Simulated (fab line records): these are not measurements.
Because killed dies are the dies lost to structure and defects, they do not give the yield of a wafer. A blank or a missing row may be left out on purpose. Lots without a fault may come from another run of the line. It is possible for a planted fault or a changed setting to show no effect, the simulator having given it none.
Tool commonality check | flow berkeley-cmos170 | Sample size 14 lots and 48 wafers

== WHY IT WAS OPENED ==
2 of 14 lots carry a flag on the reading PLDD_RS at UCB170_SDANNEAL_RS_MEAS_04. Wafers without a fault read 1031.2 ohm/sq, standard deviation 2.6.
Rule: flag the lot when none of its wafers has a number, or when each of its wafers that has one lies beyond 4 standard deviations from that mean. As for the other lots, they are considered sound.

lot  | measured     | on            | PLDD_RS (ohm/sq), wafer by wafer    | flag
L696 | day 8 08:21  | film-metro-01 | 1027.6 1029.0 1027.0                |
L695 | day 8 09:56  | film-metro-01 | 1031.2 1031.7 1028.4                |
L699 | day 8 18:33  | film-metro-03 | 1033.8 1034.8 1032.6                |
L698 | day 8 18:43  | film-metro-04 | 1032.3 1033.8 1034.2                |
L700 | day 8 19:13  | film-metro-04 | 951.0 950.4 951.1 950.1 952.3 953.4 | FLAGGED
L701 | day 8 21:37  | film-metro-04 | 953.2 951.0 952.8 952.4 953.1 952.5 | FLAGGED
L708 | day 10 08:04 | film-metro-03 | 1032.2 1029.2 1031.6                |
L710 | day 11 07:49 | film-metro-04 | 1025.4 1027.8 1028.6                |
L711 | day 11 08:26 | film-metro-04 | 1032.2 1032.2 1031.5                |
L713 | day 12 00:08 | film-metro-04 | 1035.1 1033.0 1034.3                |
L712 | day 12 00:21 | film-metro-01 | 1036.9 1032.8 1031.7                |
L715 | day 12 12:29 | film-metro-04 | 1036.8 1034.3 1035.4                |
L717 | day 12 12:46 | film-metro-01 | 1026.4 1027.8 1026.6                |
L716 | day 12 13:10 | film-metro-04 | 1034.9 1034.7 1036.1                |
Average over the flagged lots: 951.9 ohm/sq; offset from the usual -79.3 ohm/sq, equal to -30 standard deviations.

== EACH LOT AND THE TOOL IT RAN ON ==
The record holds 1 process step before the reading, out of a route of 331 steps. Every cell lists first the tool, next ch and the chambers used by the sampled wafers, and last the start.
lot  | flag    | UCB170_SPACER_ANNEAL_02
L696 |         | furnace-02 ch 0, day 7 21:59
L695 |         | furnace-02 ch 0, day 7 21:59
L699 |         | furnace-01 ch 0, day 8 05:41
L698 |         | furnace-01 ch 0, day 8 05:41
L700 | FLAGGED | furnace-02 ch 0, day 8 09:08
L701 | FLAGGED | furnace-02 ch 0, day 8 15:08
L708 |         | furnace-04 ch 0, day 10 02:00
L710 |         | furnace-04 ch 0, day 11 00:40
L711 |         | furnace-04 ch 0, day 11 00:40
L713 |         | furnace-01 ch 0, day 11 14:00
L712 |         | furnace-01 ch 0, day 11 14:00
L715 |         | furnace-02 ch 0, day 12 06:10
L717 |         | furnace-02 ch 0, day 12 06:10
L716 |         | furnace-02 ch 0, day 12 06:10
What these steps do:
- UCB170_SPACER_ANNEAL_02: time 1800 s.
- UCB170_SDANNEAL_RS_MEAS_04: measures by four-point-probe.

== FLAGGED AGAINST TOTAL, ONE TOOL AT A TIME (gauges that did the reading follow at the end) ==
step                       | tool          | lots run | flagged | share of the flagged lots | sound lots run after its first flagged lot
UCB170_SPACER_ANNEAL_02    | furnace-01    | 4        | 0       | none                      | -
UCB170_SPACER_ANNEAL_02    | furnace-02    | 7        | 2       | all                       | 3 (L715,L716,L717)
UCB170_SPACER_ANNEAL_02    | furnace-04    | 3        | 0       | none                      | -
UCB170_SDANNEAL_RS_MEAS_04 | film-metro-01 | 4        | 0       | none                      | -
UCB170_SDANNEAL_RS_MEAS_04 | film-metro-03 | 2        | 0       | none                      | -
UCB170_SDANNEAL_RS_MEAS_04 | film-metro-04 | 8        | 2       | all                       | 5 (L710,L711,L713,L715,L716)

== WHAT THE TABLE ALLOWS ==
2 rows of the table ran every flagged lot: furnace-02 at UCB170_SPACER_ANNEAL_02, film-metro-04 at UCB170_SDANNEAL_RS_MEAS_04.
- furnace-02 at UCB170_SPACER_ANNEAL_02: 2 of its 7 lots flagged. After the first flagged lot (L715, L716, L717), sound lots still ran on it; a lasting fault on the whole tool would not permit that.
- film-metro-04 at UCB170_SDANNEAL_RS_MEAS_04: 2 of its 8 lots flagged. After the first flagged lot (L710, L711, L713, L715, L716), sound lots still ran on it; a lasting fault on the whole tool would not permit that.
Not one row of the table ran every flagged lot while running no sound lot after the first.

== WHAT THE SIMULATOR PUT IN ==
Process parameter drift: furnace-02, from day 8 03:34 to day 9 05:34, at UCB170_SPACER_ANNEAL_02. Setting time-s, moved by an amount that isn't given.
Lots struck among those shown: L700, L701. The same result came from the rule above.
